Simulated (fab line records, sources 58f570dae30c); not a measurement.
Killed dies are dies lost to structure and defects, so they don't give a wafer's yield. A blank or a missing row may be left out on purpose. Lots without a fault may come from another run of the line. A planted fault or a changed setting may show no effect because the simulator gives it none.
Which tool did it? | flow berkeley_cmos170 | 24 lots, 72 wafers sampled, at 6 steps of a route of 331

WHAT THE GAUGES READ, wafer by wafer
UCB170_PWELL_THK_MEAS_03. Usual: PWELL_OXIDE_THK 26.1 nm, standard deviation 0.69.
lot  | measured    | on            | PWELL_OXIDE_THK (nm) | flag
L074 | day 2 21:55 | film_metro-04 | 27.3 27.9 27.3       |
L075 | day 2 21:56 | film_metro-03 | 26.5 26.6 26.2       |
L076 | day 3 05:52 | film_metro-03 | 27.0 26.9 27.1       |
L077 | day 3 09:00 | film_metro-04 | 25.9 26.2 26.0       |
L078 | day 3 20:53 | film_metro-04 | 25.8 26.0 26.5       |
L079 | day 3 20:53 | film_metro-01 | 26.3 27.0 26.8       |
L080 | day 3 20:54 | film_metro-03 | 26.3 26.9 26.8       |
L081 | day 4 06:11 | film_metro-01 | 26.2 26.2 25.9       |
L082 | day 4 06:13 | film_metro-03 | 26.7 26.2 26.9       |
L083 | day 4 22:16 | film_metro-03 | 26.4 26.5 26.1       |
L084 | day 4 22:18 | film_metro-04 | 27.2 26.9 26.9       |
L085 | day 5 01:01 | film_metro-03 | 25.8 25.5 25.8       |
L087 | day 5 09:28 | film_metro-03 | 25.2 25.5 24.6       |
L086 | day 5 09:29 | film_metro-04 | 25.7 26.4 26.2       |
L088 | day 5 14:44 | film_metro-01 | 26.4 25.4 25.8       |
L090 | day 6 03:24 | film_metro-03 | 24.9 25.4 25.5       |
L089 | day 6 03:25 | film_metro-01 | 25.2 24.9 25.1       |
L091 | day 6 03:25 | film_metro-04 | 25.3 24.9 24.8       |
L092 | day 6 13:53 | film_metro-03 | 26.7 26.5 26.6       |
L094 | day 7 01:54 | film_metro-03 | 25.6 26.1 25.6       |
L093 | day 7 01:55 | film_metro-04 | 25.5 25.3 25.8       |
L097 | day 7 09:59 | film_metro-03 | 25.8 25.7 26.1       |
L095 | day 7 10:00 | film_metro-04 | 25.1 25.0 24.8       |
L096 | day 7 14:44 | film_metro-04 | 26.2 26.0 26.5       |

UCB170_SDANNEAL_RS_MEAS_05: measures by four-point-probe. Usual: NLDD_RS 617.4 ohm/sq, standard deviation 1.7.
lot  | measured     | on            | NLDD_RS (ohm/sq)  | flag
L074 | day 7 00:49  | film_metro-01 | 617.0 618.0 618.5 |
L075 | day 7 01:31  | film_metro-02 | 615.2 616.7 617.2 |
L076 | day 7 16:29  | film_metro-01 | 614.1 614.5 613.1 |
L077 | day 7 16:38  | film_metro-02 | 618.4 618.1 618.8 |
L078 | day 8 00:23  | film_metro-02 | 618.2 618.2 617.0 |
L079 | day 8 00:06  | film_metro-01 | 617.0 615.7 617.5 |
L080 | day 8 00:17  | film_metro-04 | 621.7 619.3 620.2 |
L081 | day 8 01:51  | film_metro-04 | 619.3 618.3 619.7 |
L082 | day 8 01:41  | film_metro-01 | 619.1 615.4 615.2 |
L083 | day 9 03:02  | film_metro-01 | 615.8 616.9 617.1 |
L084 | day 9 02:38  | film_metro-04 | 616.2 619.0 618.2 |
L085 | day 9 03:14  | film_metro-04 | 617.6 618.5 617.8 |
L087 | day 9 10:09  | film_metro-01 | 616.1 615.8 618.7 |
L086 | day 9 09:58  | film_metro-04 | 617.0 616.5 617.7 |
L088 | day 9 09:40  | film_metro-01 | 616.7 618.7 618.9 |
L090 | day 10 05:08 | film_metro-02 | 616.7 617.4 616.0 |
L089 | day 10 04:46 | film_metro-04 | 617.8 619.1 617.7 |
L091 | day 10 04:58 | film_metro-01 | 615.3 617.4 617.6 |
L092 | day 10 19:43 | film_metro-01 | 614.5 614.2 615.9 |
L094 | day 11 05:51 | film_metro-02 | 618.9 618.5 619.5 |
L093 | day 11 17:57 | film_metro-04 | 621.3 619.1 618.6 |
L097 | day 11 17:16 | film_metro-02 | 616.9 617.2 616.2 |
L095 | day 12 01:47 | film_metro-01 | 616.7 618.1 616.8 |
L096 | day 12 07:07 | film_metro-01 | 618.0 617.3 619.2 |

UCB170_V2_BOW_MEAS_03. Usual: V2_BOW 36 um, standard deviation 6.1.
lot  | measured     | on            | V2_BOW (um) | flag
L074 | day 7 18:33  | film_metro-03 | 39 44 25    |
L075 | day 7 19:50  | film_metro-02 | 34 30 39    |
L076 | day 8 13:01  | film_metro-01 | 27 41 43    |
L077 | day 8 13:02  | film_metro-02 | 35 33 39    |
L078 | day 8 22:47  | film_metro-02 | 34 27 38    |
L079 | day 8 21:55  | film_metro-02 | 39 35 43    |
L080 | day 8 22:43  | film_metro-01 | 39 41 26    |
L081 | day 8 22:14  | film_metro-02 | 38 35 33    |
L082 | day 8 22:12  | film_metro-03 | 33 36 30    |
L083 | day 9 22:07  | film_metro-01 | 40 47 42    |
L084 | day 9 21:29  | film_metro-01 | 46 45 39    |
L085 | day 9 21:50  | film_metro-03 | 34 26 43    |
L087 | day 10 10:30 | film_metro-01 | 29 28 29    |
L086 | day 10 10:53 | film_metro-03 | 49 29 32    |
L088 | day 10 10:16 | film_metro-03 | 37 29 42    |
L090 | day 11 03:45 | film_metro-02 | 36 44 28    |
L089 | day 10 23:13 | film_metro-02 | 37 34 51    |
L091 | day 11 04:04 | film_metro-02 | 30 30 36    |
L092 | day 11 16:13 | film_metro-03 | 32 36 39    |
L094 | day 12 04:54 | film_metro-01 | 26 38 33    |
L093 | day 12 15:09 | film_metro-03 | 31 45 38    |
L097 | day 12 15:55 | film_metro-02 | 27 45 33    |
L095 | day 12 20:52 | film_metro-03 | 29 33 33    |
L096 | day 13 05:35 | film_metro-03 | 40 38 37    |

WHICH TOOL RAN EACH LOT (tool, then ch and the chambers of the sampled wafers, then the start)
lot  | UCB170_PWELL_STRIP_16               | UCB170_ACTIVE_ETCH_15             | UCB170_SPACER_CVD_00
L074 | plasma_asher-01 ch 0,1, day 3 06:34 | rie_diel-03 ch 1,3, day 4 08:02   | pecvd-01 ch 0,2, day 6 12:50
L075 | plasma_asher-03 ch 0,1, day 3 06:38 | rie_diel-01 ch 0,1, day 4 08:17   | pecvd-04 ch 0,1, day 6 13:19
L076 | plasma_asher-01 ch 0,1, day 3 14:26 | rie_diel-01 ch 1,2, day 4 23:25   | pecvd-04 ch 0,1, day 7 04:41
L077 | plasma_asher-04 ch 0,1, day 3 15:54 | rie_diel-03 ch 0,1, day 4 23:38   | pecvd-03 ch 0,1, day 7 05:19
L078 | plasma_asher-03 ch 0,1, day 4 04:24 | rie_diel-03 ch 0,1,2, day 5 08:47 | pecvd-04 ch 1,2, day 7 14:31
L079 | plasma_asher-01 ch 0,1, day 4 04:04 | rie_diel-01 ch 0,2,3, day 5 08:40 | pecvd-03 ch 0,1,2, day 7 14:31
L080 | plasma_asher-04 ch 0,1, day 4 04:10 | rie_diel-04 ch 0,1,3, day 5 08:26 | pecvd-01 ch 0,1,2, day 7 14:31
L081 | plasma_asher-04 ch 0,1, day 4 12:13 | rie_diel-04 ch 0,2,3, day 5 16:07 | pecvd-04 ch 0,2, day 7 16:14
L082 | plasma_asher-03 ch 0,1, day 4 12:32 | rie_diel-01 ch 0,3, day 5 15:56   | pecvd-03 ch 0,2, day 7 15:59
L083 | plasma_asher-04 ch 1, day 5 06:31   | rie_diel-04 ch 2,3, day 6 17:05   | pecvd-01 ch 0,1,2, day 8 16:58
L084 | plasma_asher-01 ch 0,1, day 5 07:14 | rie_diel-01 ch 0,1,3, day 6 17:25 | pecvd-03 ch 1,2, day 8 16:23
L085 | plasma_asher-03 ch 0,1, day 5 09:12 | rie_diel-01 ch 0,1,2, day 6 17:40 | pecvd-04 ch 0,1, day 8 17:14
L087 | plasma_asher-01 ch 0,1, day 5 18:41 | rie_diel-01 ch 2,3, day 7 00:56   | pecvd-03 ch 0,2, day 8 22:53
L086 | plasma_asher-03 ch 0,1, day 5 18:27 | rie_diel-04 ch 2,3, day 7 00:43   | pecvd-04 ch 0,1,2, day 8 22:31
L088 | plasma_asher-03 ch 0,1, day 5 20:39 | rie_diel-03 ch 0,1,2, day 7 00:16 | pecvd-04 ch 0,1,2, day 8 22:08
L090 | plasma_asher-04 ch 0,1, day 6 14:02 | rie_diel-01 ch 0,1, day 7 11:29   | pecvd-01 ch 1,2, day 9 17:53
L089 | plasma_asher-01 ch 0,1, day 6 13:50 | rie_diel-04 ch 0,2,3, day 7 10:59 | pecvd-03 ch 0,1,2, day 9 17:43
L091 | plasma_asher-01 ch 0,1, day 6 14:21 | rie_diel-03 ch 0,2,3, day 7 11:43 | pecvd-04 ch 0,1,2, day 9 17:53
L092 | plasma_asher-04 ch 0,1, day 6 21:26 | rie_diel-03 ch 1,2,3, day 7 17:04 | pecvd-04 ch 0,2, day 10 04:16
L094 | plasma_asher-01 ch 0,1, day 7 08:59 | rie_diel-03 ch 1,3, day 8 08:29   | pecvd-03 ch 0,1, day 10 19:26
L093 | plasma_asher-03 ch 0,1, day 7 09:29 | rie_diel-01 ch 1,2, day 8 14:30   | pecvd-01 ch 0,1,2, day 11 06:00
L097 | plasma_asher-04 ch 0,1, day 7 16:02 | rie_diel-04 ch 1,2,3, day 8 19:30 | pecvd-03 ch 1,2, day 11 05:43
L095 | plasma_asher-01 ch 0,1, day 7 15:47 | rie_diel-03 ch 1,2,3, day 8 19:46 | pecvd-01 ch 0,2, day 11 10:31
L096 | plasma_asher-04 ch 0,1, day 8 04:03 | rie_diel-01 ch 1,2, day 9 15:31   | pecvd-01 ch 0,1,2, day 11 23:03
- UCB170_PWELL_STRIP_16: strips in O2.
- UCB170_ACTIVE_ETCH_15: etches Si3N4 in CH3F/Ar/O2, stops on SiO2, target depth 242 nm, time 151 s.
- UCB170_SPACER_CVD_00: deposits SiO2 from TEOS/O2, target thk 376 nm, time 47 s.

WHAT THE TOOLS THEMSELVES READ (means of the sampled wafers that have a number; where no wafer has one, the mark that the record gives instead)
UCB170_PWELL_STRIP_16. Usual: drypump_motor_current_A 5.8 A, standard deviation 0.42; oes_product_au 0.720 a.u., standard deviation 0.0044; strip_time_to_endpoint_s 18.09 s, standard deviation 0.11.
lot  | tool            | drypump_motor_current_A (A) | oes_product_au (a.u.) | strip_time_to_endpoint_s (s) | flag
L074 | plasma_asher-01 | 5.8                         | 0.719                 | 18.05                        |
L075 | plasma_asher-03 | 5.5                         | 0.720                 | 18.05                        |
L076 | plasma_asher-01 | 5.8                         | 0.714                 | 17.96                        |
L077 | plasma_asher-04 | 6.1                         | 0.725                 | 18.05                        |
L078 | plasma_asher-03 | 5.4                         | 0.725                 | 17.94                        |
L079 | plasma_asher-01 | 5.8                         | 0.721                 | 17.99                        |
L080 | plasma_asher-04 | 5.9                         | 0.723                 | 17.91                        |
L081 | plasma_asher-04 | 6.1                         | 0.720                 | 18.14                        |
L082 | plasma_asher-03 | 5.4                         | 0.721                 | 18.03                        |
L083 | plasma_asher-04 | 6.2                         | 0.717                 | 18.06                        |
L084 | plasma_asher-01 | 6.2                         | 0.721                 | 18.19                        |
L085 | plasma_asher-03 | 5.4                         | 0.718                 | 18.15                        |
L087 | plasma_asher-01 | 6.2                         | 0.725                 | 18.18                        |
L086 | plasma_asher-03 | 5.4                         | 0.721                 | 18.15                        |
L088 | plasma_asher-03 | 5.4                         | 0.722                 | 18.00                        |
L090 | plasma_asher-04 | 5.9                         | 0.719                 | 18.11                        |
L089 | plasma_asher-01 | 6.2                         | 0.718                 | 18.04                        |
L091 | plasma_asher-01 | 6.2                         | 0.721                 | 18.09                        |
L092 | plasma_asher-04 | 6.1                         | 0.721                 | 18.16                        |
L094 | plasma_asher-01 | 6.2                         | 0.716                 | 18.13                        |
L093 | plasma_asher-03 | 5.4                         | 0.724                 | 18.28                        |
L097 | plasma_asher-04 | 6.1                         | 0.720                 | 17.99                        |
L095 | plasma_asher-01 | 6.2                         | 0.721                 | 18.21                        |
L096 | plasma_asher-04 | 6.0                         | 0.722                 | 18.14                        |

UCB170_ACTIVE_ETCH_15. Usual: CH3F_flow_sccm 19.99 sccm, standard deviation 0.058; drypump_motor_current_A 5.7 A, standard deviation 0.47; mfc_ar_sccm 50.00 sccm, standard deviation 0.16; oes_product_au 0.945 a.u., standard deviation 0.012; throttle_valve_pct 8.08 %, standard deviation 0.12.
lot  | tool        | CH3F_flow_sccm (sccm) | drypump_motor_current_A (A) | mfc_ar_sccm (sccm) | oes_product_au (a.u.) | throttle_valve_pct (%) | flag
L074 | rie_diel-03 | 19.95                 | 5.9                         | 50.04              | 0.952                 | 8.14                   |
L075 | rie_diel-01 | 20.01                 | 6.2                         | 50.23              | 0.943                 | 8.13                   |
L076 | rie_diel-01 | 19.99                 | 5.9                         | 50.02              | 0.941                 | 7.95                   |
L077 | rie_diel-03 | 20.01                 | 5.9                         | 49.85              | 0.950                 | 8.05                   |
L078 | rie_diel-03 | 20.06                 | 5.9                         | 50.08              | 0.949                 | 8.00                   |
L079 | rie_diel-01 | 19.92                 | 6.1                         | 49.95              | 0.937                 | 8.05                   |
L080 | rie_diel-04 | 20.01                 | 5.8                         | 50.00              | 0.946                 | 8.10                   |
L081 | rie_diel-04 | 19.97                 | 5.2                         | 49.92              | 0.947                 | 8.17                   |
L082 | rie_diel-01 | 20.05                 | 5.9                         | 50.05              | 0.934                 | 8.09                   |
L083 | rie_diel-04 | 19.99                 | 5.0                         | 50.21              | 0.934                 | 8.16                   |
L084 | rie_diel-01 | 19.97                 | 5.8                         | 49.91              | 0.950                 | 8.10                   |
L085 | rie_diel-01 | 20.00                 | 6.0                         | 49.90              | 0.938                 | 8.03                   |
L087 | rie_diel-01 | 19.91                 | 5.8                         | 49.85              | 0.932                 | 8.01                   |
L086 | rie_diel-04 | 19.97                 | 4.9                         | 50.12              | 0.943                 | 8.15                   |
L088 | rie_diel-03 | 19.97                 | 5.9                         | 50.00              | 0.944                 | 8.01                   |
L090 | rie_diel-01 | 19.94                 | 5.8                         | 50.04              | 0.949                 | 8.10                   |
L089 | rie_diel-04 | 19.99                 | 5.2                         | 49.79              | 0.952                 | 8.16                   |
L091 | rie_diel-03 | 20.02                 | 5.8                         | 49.98              | 0.956                 | 8.11                   |
L092 | rie_diel-03 | 20.03                 | 5.9                         | 49.96              | 0.947                 | 8.10                   |
L094 | rie_diel-03 | 20.04                 | 5.9                         | 50.01              | 0.956                 | 8.14                   |
L093 | rie_diel-01 | 19.98                 | 5.6                         | 49.88              | 0.949                 | 7.99                   |
L097 | rie_diel-04 | 20.01                 | 5.4                         | 50.03              | 0.943                 | 8.10                   |
L095 | rie_diel-03 | 20.02                 | 5.9                         | 50.01              | 0.953                 | 8.09                   |
L096 | rie_diel-01 | 20.01                 | 5.7                         | 50.10              | 0.935                 | 8.00                   |

UCB170_SPACER_CVD_00. Usual: heater_power_w 280 W, standard deviation 57.
lot  | tool     | heater_power_w (W) | flag
L074 | pecvd-01 | 272                |
L075 | pecvd-04 | 253                |
L076 | pecvd-04 | 259                |
L077 | pecvd-03 | 355                |
L078 | pecvd-04 | 224                |
L079 | pecvd-03 | 336                |
L080 | pecvd-01 | 267                |
L081 | pecvd-04 | 230                |
L082 | pecvd-03 | 346                |
L083 | pecvd-01 | 281                |
L084 | pecvd-03 | 299                |
L085 | pecvd-04 | 285                |
L087 | pecvd-03 | 294                |
L086 | pecvd-04 | 234                |
L088 | pecvd-04 | 261                |
L090 | pecvd-01 | 260                |
L089 | pecvd-03 | 324                |
L091 | pecvd-04 | 260                |
L092 | pecvd-04 | 200                |
L094 | pecvd-03 | 327                |
L093 | pecvd-01 | 266                |
L097 | pecvd-03 | 280                |
L095 | pecvd-01 | 302                |
L096 | pecvd-01 | 286                |

THE ANSWER, worked out from the rows above alone
Rule: a lot is off if the mean of its wafers that have a number lies more than 3 standard deviations from the usual mean. A lot without any number at a reading at which 4 lots or more have one is off too. The other lots that the step has rows for count as sound. The gauges are gone through in route order, then the tools' own readings, and for those a lot's mean is taken as printed above. The first step at which some lot is off is used, and at that step the reading that is off furthest; a lot without a number counts as furthest.
No lot is off at any reading shown: from this, nothing can be told.

WHAT THE SIMULATOR HAD PUT IN
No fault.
